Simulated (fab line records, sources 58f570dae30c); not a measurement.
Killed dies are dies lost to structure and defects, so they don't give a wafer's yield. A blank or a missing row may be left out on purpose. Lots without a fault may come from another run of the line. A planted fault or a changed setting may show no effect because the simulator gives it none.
A struck lot beside a sound one | flow berkeley_cmos170 | 15 steps out of a route of 331
Sound: wafers L740.1, L740.2, L740.6. Struck: wafers L736.2, L736.4, L736.5. The cause comes at the end.
At each step with rows: each side's tool, then ch and its chambers, then its first start. Under that, the readings that differ: sound wafers | struck wafers | difference of the means | sigmas: that difference in standard deviations of wafers without a fault.
alike: readings whose means differ by less than 2 such deviations, and words and numbers that are the same on both sides. not compared: withheld readings, readings that some wafer has no value for, bounds like >300 that may hide the same value, and numbers for which the record gives no deviation and whose values overlap.
The two part at a step that has a row with sigmas, a row that says differs or no value, or rows on one side only. Numbers that don't overlap but have no deviation are shown without sigmas and don't part them. A reading that every wafer of one side lacks parts them only if that side has two wafers or more.

UCB170_NVT_OVL_MEAS_06:
  sound on overlay-02, day 10 14:57; struck on overlay-01, day 9 10:19
  alike: NVT_OVL
then, 1 step without rows for these wafers: UCB170_NVT_IMPLANT_07.
UCB170_NVT_STRIP_08: strips in O2.
  sound on plasma_asher-02 ch 0,1, day 10 15:08; struck on plasma_asher-04 ch 1, day 9 10:29
  alike: drypump_motor_current_A, oes_product_au, strip_time_to_endpoint_s
  not compared: rf_hours_counter_h
UCB170_NVT_TW_MEAS_09:
  sound on film_metro-02, day 10 15:14; struck on film_metro-01, day 9 10:36
  reading | sound             | struck            | difference | sigmas
  NVT_TW  | 514.8 515.8 516.9 | 523.0 521.7 521.0 | +6.1       | +2
then, 7 steps without rows for these wafers: UCB170_NVT_CLEAN_10 (cleans in SPM, time 600 s); UCB170_PVT_HMDS_00 (prime time 60 s); UCB170_PVT_COAT_01 (resist thk 900 nm); UCB170_PVT_SOFTBAKE_02 (time 60 s); UCB170_PVT_EXPOSE_03 (exposes mask NWELL, target cd 3000 nm); UCB170_PVT_PEB_04; UCB170_PVT_DEVELOP_05 (develop time 45 s).
UCB170_PVT_OVL_MEAS_06:
  sound on overlay-01, day 10 18:23; struck on overlay-02, day 9 12:28
  alike: PVT_OVL
UCB170_PVT_IMPLANT_07:
  sound on implanter-02 ch 0, day 10 18:25; struck on implanter-01 ch 0, day 9 12:31
  reading            | sound             | struck            | difference | sigmas
  tilt_deg (degrees) | 6.994 7.009 6.988 | 5.372 5.367 5.374 | -1.626     | -86
UCB170_PVT_STRIP_08: strips in O2.
  sound on plasma_asher-04 ch 0,1, day 10 18:34; struck on plasma_asher-04 ch 0,1, day 9 12:38
  alike: drypump_motor_current_A, oes_product_au, strip_time_to_endpoint_s
  not compared: rf_hours_counter_h
then, 1 step without rows for these wafers: UCB170_M3_PROBE_99.

WHERE THEY PART
First at UCB170_NVT_TW_MEAS_09; last, within this record, at UCB170_PVT_IMPLANT_07. Later steps at which nothing parts them and some readings are alike: UCB170_PVT_STRIP_08.

WHY: what the simulator had put in
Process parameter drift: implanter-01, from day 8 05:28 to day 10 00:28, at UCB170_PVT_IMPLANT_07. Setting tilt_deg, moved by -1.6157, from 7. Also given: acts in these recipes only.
